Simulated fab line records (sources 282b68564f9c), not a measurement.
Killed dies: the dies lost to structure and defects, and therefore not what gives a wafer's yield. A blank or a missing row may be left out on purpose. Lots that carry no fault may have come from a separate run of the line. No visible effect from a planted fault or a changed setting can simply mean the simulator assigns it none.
What tool caused it?    flow rit_cmos    14 lots, 42 wafers sampled, at 4 steps of a route of 202

== WHAT EACH GAUGE READ, for each wafer ==
RIT_ACTIVE_THK_MEAS_02.
lot   measured     on             ACTIVE_OXIDE_THK (nm)
L807  day 1 12:04  film_metro-01  46.7 46.3 46.8
L808  day 1 17:04  film_metro-04  46.1 45.8 45.8
L809  day 1 22:04  film_metro-01  46.4 47.3 47.3
L810  day 2 03:03  film_metro-04  45.8 47.3 46.9
L811  day 2 08:03  film_metro-01  47.9 48.3 47.3
L812  day 2 13:03  film_metro-04  47.9 48.0 47.4
L813  day 2 18:03  film_metro-04  46.7 46.7 46.1
L814  day 2 23:04  film_metro-01  46.5 46.7 46.9
L819  day 4 00:03  film_metro-04  45.5 45.4 44.5
L821  day 4 10:03  film_metro-03  45.9 46.9 46.4
L822  day 4 15:03  film_metro-04  46.3 46.9 46.3
L823  day 4 20:05  film_metro-01  44.7 44.3 45.2
L826  day 5 11:04  film_metro-01  47.2 47.0 47.5
L829  day 6 02:03  film_metro-01  46.9 46.2 46.7

RIT_ACTIVE_CD_MEAS_11: the cd target is 1400 nm.
lot   measured     on         cd_nm (nm)
L807  day 1 14:40  cd_sem-02  1403.8 1402.1 1402.5
L808  day 1 19:28  cd_sem-02  1401.4 1397.7 1398.3
L809  day 2 00:28  cd_sem-02  1398.0 1398.3 1395.7
L810  day 2 05:26  cd_sem-02  1400.7 1400.4 1399.6
L811  day 2 10:26  cd_sem-02  1400.8 1400.8 1400.4
L812  day 2 15:26  cd_sem-01  1399.1 1400.1 1399.4
L813  day 2 20:34  cd_sem-01  1402.0 1402.9 1400.8
L814  day 3 01:36  cd_sem-01  1389.7 1392.1 1390.3
L819  day 4 02:34  cd_sem-01  1392.5 1392.8 1392.4
L821  day 4 12:35  cd_sem-02  1396.7 1398.4 1397.0
L822  day 4 18:19  cd_sem-01  1403.6 1400.5 1401.8
L823  day 4 23:20  cd_sem-01  1403.0 1403.0 1403.5
L826  day 5 13:29  cd_sem-02  1400.4 1400.1 1402.1
L829  day 6 04:26  cd_sem-01  1402.1 1401.9 1401.0

RIT_CONTACT_OVL_MEAS_09.
lot   measured     on          CONTACT_OVL (nm)
L807  day 3 04:01  overlay-02  -0.3 1.2 2.4
L808  day 3 09:22  overlay-02  -0.2 -0.1 -1.5
L809  day 3 14:04  overlay-01  -1.5 -1.9 -1.8
L810  day 3 18:50  overlay-01  -0.1 0.7 -0.5
L811  day 3 22:48  overlay-01  -1.9 -1.3 -1.4
L812  day 4 05:36  overlay-02  1.2 0.4 -0.5
L813  day 4 09:06  overlay-02  -1.1 -1.8 -2.2
L814  day 4 15:37  overlay-02  0.1 0.7 0.9
L819  day 5 17:50  overlay-02  1.4 1.3 1.8
L821  day 6 03:41  overlay-02  -1.5 -0.3 -1.0
L822  day 6 10:56  overlay-01  0.6 0.0 0.4
L823  day 6 12:54  overlay-01  -1.1 -1.4 -1.4
L826  day 7 03:59  overlay-01  0.7 -0.4 1.7
L829  day 7 19:52  overlay-01  0.4 -1.4 -0.7

== TOOL THAT RAN EACH LOT (tool first, then ch and the chambers of the sampled wafers, then the start) ==
lot   RIT_ACTIVE_DEVELOP_10
L807  litho_track-01 ch 0, day 1 14:00
L808  litho_track-04 ch 0, day 1 19:00
L809  litho_track-01 ch 0, day 2 00:00
L810  litho_track-01 ch 0, day 2 05:00
L811  litho_track-02 ch 0, day 2 10:00
L812  litho_track-02 ch 0, day 2 15:00
L813  litho_track-04 ch 0, day 2 20:00
L814  litho_track-02 ch 0, day 3 01:00
L819  litho_track-02 ch 0, day 4 02:00
L821  litho_track-04 ch 0, day 4 12:00
L822  litho_track-04 ch 0, day 4 18:00
L823  litho_track-01 ch 0, day 4 23:00
L826  litho_track-01 ch 0, day 5 13:00
L829  litho_track-04 ch 0, day 6 04:00
- RIT_ACTIVE_DEVELOP_10: develop time 50 s.

== AS READ BY THE TOOLS THEMSELVES (means over the sampled wafers that have a number; for cases with no such wafer, the mark the record gives instead) ==
RIT_ACTIVE_DEVELOP_10.
lot   tool            developer_temp_C (C)
L807  litho_track-01  23.00
L808  litho_track-04  22.98
L809  litho_track-01  23.00
L810  litho_track-01  23.01
L811  litho_track-02  22.88
L812  litho_track-02  22.91
L813  litho_track-04  23.08
L814  litho_track-02  20.72
L819  litho_track-02  20.91
L821  litho_track-04  23.16
L822  litho_track-04  22.87
L823  litho_track-01  22.98
L826  litho_track-01  22.89
L829  litho_track-04  23.07

== THE ANSWER, worked out from the rows above alone ==
Rule: the lots themselves supply what counts as usual. The widest of any qualifying gaps counts: lots, ordered by their means at a reading, are off when they make up no more than a third of the lots, leave a main group of 4 or more, and stand apart from it by 3 or more times the standard deviation of that group's means. The tables above print the reading to a certain number of digits; a main group whose means all agree to those digits is not used. Also off: a lot with no number at a reading for which 4 or more lots have one. Any other lot the step has rows for is counted as sound. The gauges are gone through in route order, then the tools' own readings, and for those a lot's mean is taken as printed above. The first step at which some lot is off is used, and at that step the reading that is off furthest; a lot without a number counts as furthest.
Off, at RIT_ACTIVE_DEVELOP_10 on developer_temp_C: L814, L819. Mean 22.99 C and standard deviation 0.085 in the main group.
A tool fits if, at that step or a process step before it, it ran every lot that is off, and no sound lot after the first of them. One candidate fits, namely litho_track-02 at RIT_ACTIVE_DEVELOP_10. A fault onset in the window from L812 (day 2 15:00, its last sound lot) to L814 (day 3 01:00, its first lot off) fits.
The tool's own readings at RIT_ACTIVE_DEVELOP_10 bear it out: on the lots that are off they differ by more than 5 times the standard deviation of the sound lots' means. developer_temp_C reads 20.81 C there against 22.99 C on the sound lots.

== WHAT WAS PUT IN BY THE SIMULATOR ==
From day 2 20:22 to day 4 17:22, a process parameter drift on litho_track-02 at RIT_ACTIVE_DEVELOP_10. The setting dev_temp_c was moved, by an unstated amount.
Lots struck among those shown: L814, L819. The rule given above showed the same thing.
